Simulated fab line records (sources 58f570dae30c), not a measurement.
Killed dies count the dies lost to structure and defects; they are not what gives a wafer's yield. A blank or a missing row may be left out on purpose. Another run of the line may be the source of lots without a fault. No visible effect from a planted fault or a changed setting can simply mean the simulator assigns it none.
One fault seen from 2 desks	flow berkeley-cmos170	each desk has only its own numbers; what lay behind them comes last

== THE TOOL OWNER'S DESK: rie-diel-01 ==
The tool's own readings at UCB170_CONTACT_ETCH_18 (etches PSG in CHF3/CF4/Ar, stops on TiSi2, target depth 840 nm, time 195 s): means of the sampled wafers that have a number, for each lot that ran on this tool. Marked OUT: a lot whose mean sits more than 4 standard deviations from the usual mean, which makes it out of limits; the brackets give that distance.
Columns: A = drypump-motor-current-A at UCB170_CONTACT_ETCH_18, usual 5.8 A; B = oes-product-au at UCB170_CONTACT_ETCH_18, usual 0.895 a.u.; C = run-length-s at UCB170_CONTACT_ETCH_18, usual 223.0 s; D = throttle-valve-pct at UCB170_CONTACT_ETCH_18, usual 6.94 %
lot	first seen here	A	B	C	D
L678	day 8 10:00	6.0	0.894	222.9	7.05
L681	day 9 02:00	5.9	0.895	223.1	6.98
L686	day 10 13:00	6.4	0.896	223.0	6.98
L690	day 11 00:00	5.9	0.888	222.9	6.93
L689	day 11 13:00	6.4	0.668 (-19) OUT	378.8 (+99 or more) OUT	6.98
L692	day 11 15:00	5.9	0.661 (-19) OUT	378.9 (+99 or more) OUT	6.99
This desk's verdict: out of limits on L689, L692, starting with L689 at day 11 13:00 (oes-product-au at UCB170_CONTACT_ETCH_18). L678, L681, L686, L690: within limits.

== AT THE METROLOGY DESK ==
Means of the sampled wafers that have a number, per lot and without regard to the tool the lot ran on: this is what the gauges read. Marked OUT: a lot whose mean sits more than 4 standard deviations from the usual mean, which makes it out of limits; the brackets give that distance.
Columns: A = cd-nm at UCB170_CONTACT_CD_MEAS_90, usual 699.8 nm
lot	first seen here	A
L676	day 8 02:19	700.0
L678	day 8 10:54	699.5
L677	day 8 11:49	700.0
L680	day 9 02:20	699.1
L681	day 9 02:55	699.5
L682	day 9 09:47	698.8
L686	day 10 14:08	700.2
L690	day 11 00:17	701.7
L689	day 11 13:44	704.0
L691	day 11 15:24	698.8
L692	day 11 15:55	704.7
L694	day 11 22:55	701.2
L698	day 12 04:10	701.3
L696	day 12 08:59	700.8
This desk found nothing out of limits on any of the 14 lots.

== BROUGHT TOGETHER ==
An alarm could have come from the tool owner's desk at day 11 13:00, on L689, L692.
From the metrology desk's view, nothing was out of limits.
The metrology desk holds a record of L689, L692, inside its limits.
Of the lots named, all ran UCB170_CONTACT_ETCH_18 on rie-diel-01.

== WHAT WAS PUT IN BY THE SIMULATOR ==
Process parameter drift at UCB170_CONTACT_ETCH_18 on rie-diel-01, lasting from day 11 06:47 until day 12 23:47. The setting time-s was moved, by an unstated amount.
Lots struck among those shown: L689, L692.
Hours from the fault's start to each desk's first reading out of limits: the tool owner's desk, 6.
